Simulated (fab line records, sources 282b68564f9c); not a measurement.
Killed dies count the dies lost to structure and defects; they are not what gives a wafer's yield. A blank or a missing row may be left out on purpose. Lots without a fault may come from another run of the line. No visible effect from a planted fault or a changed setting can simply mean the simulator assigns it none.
The tool behind it: which one? + flow rit_cmos + 15 lots, 45 wafers sampled, at 3 steps of a route of 202

## WHAT THE GAUGES SHOWED, per wafer
RIT_PLDD_TW_MEAS_10. Usual: PLDD_TW typically reads 2348, with standard deviation 14.
| lot  | measured    | on            | PLDD_TW        | flag |
|------|-------------|---------------|----------------|------|
| L886 | day 3 04:40 | film_metro-03 | 2330 2340 2340 |      |
| L888 | day 3 12:58 | film_metro-02 | 2393 2384 2369 |      |
| L889 | day 3 20:00 | film_metro-03 | 2336 2347 2343 |      |
| L891 | day 4 03:49 | film_metro-01 | 2348 2360 2367 |      |
| L893 | day 4 11:38 | film_metro-03 | 2336 2343 2335 |      |
| L892 | day 4 11:46 | film_metro-02 | 2344 2349 2369 |      |
| L894 | day 4 15:22 | film_metro-03 | 2343 2330 2346 |      |
| L897 | day 5 09:26 | film_metro-01 | 2337 2331 2340 |      |
| L898 | day 5 16:35 | film_metro-02 | 2355 2360 2361 |      |
| L903 | day 6 16:28 | film_metro-03 | 2302 2300 2292 | OFF  |
| L905 | day 7 02:25 | film_metro-01 | 2299 2291 2282 | OFF  |
| L906 | day 7 05:12 | film_metro-02 | 2367 2357 2343 |      |
| L907 | day 7 09:55 | film_metro-03 | 2290 2299 2281 | OFF  |
| L908 | day 7 14:50 | film_metro-01 | 2347 2347 2358 |      |
| L909 | day 7 20:39 | film_metro-01 | 2342 2343 2347 |      |

RIT_SDANNEAL_RS_MEAS_06: measurement is done with a four-point probe. Usual: PLDD_RS typically reads 179.5 ohm/sq, with standard deviation 0.7.
| lot  | measured    | on            | PLDD_RS (ohm/sq)  | flag |
|------|-------------|---------------|-------------------|------|
| L886 | day 3 10:44 | film_metro-03 | 178.3 179.1 178.5 |      |
| L888 | day 3 19:10 | film_metro-03 | 179.3 179.5 179.2 |      |
| L889 | day 4 02:17 | film_metro-03 | 179.4 178.1 178.3 |      |
| L891 | day 4 10:20 | film_metro-03 | 179.5 179.0 178.8 |      |
| L893 | day 4 17:58 | film_metro-02 | 179.0 178.9 179.1 |      |
| L892 | day 4 19:50 | film_metro-01 | 181.4 180.6 180.6 |      |
| L894 | day 4 23:04 | film_metro-03 | 179.0 179.7 179.7 |      |
| L897 | day 5 15:52 | film_metro-02 | 179.2 179.1 179.3 |      |
| L898 | day 5 23:28 | film_metro-01 | 179.8 179.0 179.6 |      |
| L903 | day 6 22:35 | film_metro-02 | 184.3 184.6 184.5 | OFF  |
| L905 | day 7 08:52 | film_metro-01 | 186.1 185.7 186.6 | OFF  |
| L906 | day 7 12:53 | film_metro-01 | 180.8 180.7 180.5 |      |
| L907 | day 7 16:17 | film_metro-01 | 185.9 185.4 186.0 | OFF  |
| L908 | day 7 21:13 | film_metro-02 | 179.4 179.4 179.3 |      |
| L909 | day 8 03:04 | film_metro-02 | 178.8 179.2 178.9 |      |

## WHICH TOOL RAN EACH LOT (tool, then ch and the chambers of the sampled wafers, then the start)
| lot  | RIT_PLDD_IMPLANT_08            |
|------|--------------------------------|
| L886 | implanter-01 ch 0, day 3 04:22 |
| L888 | implanter-02 ch 0, day 3 12:40 |
| L889 | implanter-02 ch 0, day 3 19:41 |
| L891 | implanter-03 ch 0, day 4 03:31 |
| L893 | implanter-03 ch 0, day 4 11:19 |
| L892 | implanter-01 ch 0, day 4 11:26 |
| L894 | implanter-03 ch 0, day 4 15:04 |
| L897 | implanter-02 ch 0, day 5 09:07 |
| L898 | implanter-03 ch 0, day 5 16:17 |
| L903 | implanter-03 ch 0, day 6 16:09 |
| L905 | implanter-03 ch 0, day 7 02:06 |
| L906 | implanter-02 ch 0, day 7 04:53 |
| L907 | implanter-03 ch 0, day 7 09:35 |
| L908 | implanter-02 ch 0, day 7 14:31 |
| L909 | implanter-01 ch 0, day 7 20:22 |
- RIT_PLDD_IMPLANT_08

## AS READ BY THE TOOLS THEMSELVES (means over the sampled wafers that have a number; for cases with no such wafer, the mark the record gives instead)
RIT_PLDD_IMPLANT_08. Usual: beam_energy_keV 20.000, standard deviation 0.0062; faraday_current_uA 2789, standard deviation 51.
| lot  | tool         | beam_energy_keV | faraday_current_uA | flag |
|------|--------------|-----------------|--------------------|------|
| L886 | implanter-01 | 19.996          | 2764               |      |
| L888 | implanter-02 | 19.991          | 2795               |      |
| L889 | implanter-02 | 19.990          | 2792               |      |
| L891 | implanter-03 | 19.997          | 2822               |      |
| L893 | implanter-03 | 19.997          | 2823               |      |
| L892 | implanter-01 | 19.986          | 2780               |      |
| L894 | implanter-03 | 20.000          | 2828               |      |
| L897 | implanter-02 | 19.992          | 2741               |      |
| L898 | implanter-03 | 20.003          | 2769               |      |
| L903 | implanter-03 | 18.399          | 2797               | OFF  |
| L905 | implanter-03 | 18.396          | 2817               | OFF  |
| L906 | implanter-02 | 19.999          | 2813               |      |
| L907 | implanter-03 | 18.398          | 2800               | OFF  |
| L908 | implanter-02 | 19.997          | 2824               |      |
| L909 | implanter-01 | 20.000          | 2775               |      |

## THE ANSWER, worked out from the rows above alone
Rule: take the mean of a lot's wafers that have a number; if it is more than 3 standard deviations from the usual mean, the lot is off. Also off: a lot with no number at a reading for which 4 or more lots have one. Any other lot the step has rows for is counted as sound. First the gauges in route order, then the tools' own readings, where a lot's mean is used as printed above. The first step at which some lot is off is used, and at that step the reading that is off furthest; a lot without a number counts as furthest.
Off: at RIT_PLDD_TW_MEAS_10 (PLDD_TW), L903, L905, L907.
A tool fits if, at a process step before that reading, it ran every lot that is off, and no sound lot after the first of them. Not tried: the gauges at RIT_PLDD_TW_MEAS_10; whatever is off there is also off at RIT_PLDD_IMPLANT_08, on other tools, and gauge error can't account for it. One fits: implanter-03 at RIT_PLDD_IMPLANT_08. Its last sound lot is L898 (day 5 16:17), its first lot that is off L903 (day 6 16:09): a fault that began between those two fits.
The tool's own readings at RIT_PLDD_IMPLANT_08 bear it out: on the lots that are off they differ by more than 5 times the standard deviation of the sound lots' means. beam_energy_keV reads 18.398 there against 19.996 on the sound lots.

## WHAT THE SIMULATOR HAD PUT IN
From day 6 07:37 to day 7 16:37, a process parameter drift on implanter-03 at RIT_PLDD_IMPLANT_08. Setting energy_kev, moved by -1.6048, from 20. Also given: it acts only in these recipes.
Shown lots that were struck: L903, L905, L907. Same finding as the rule above.
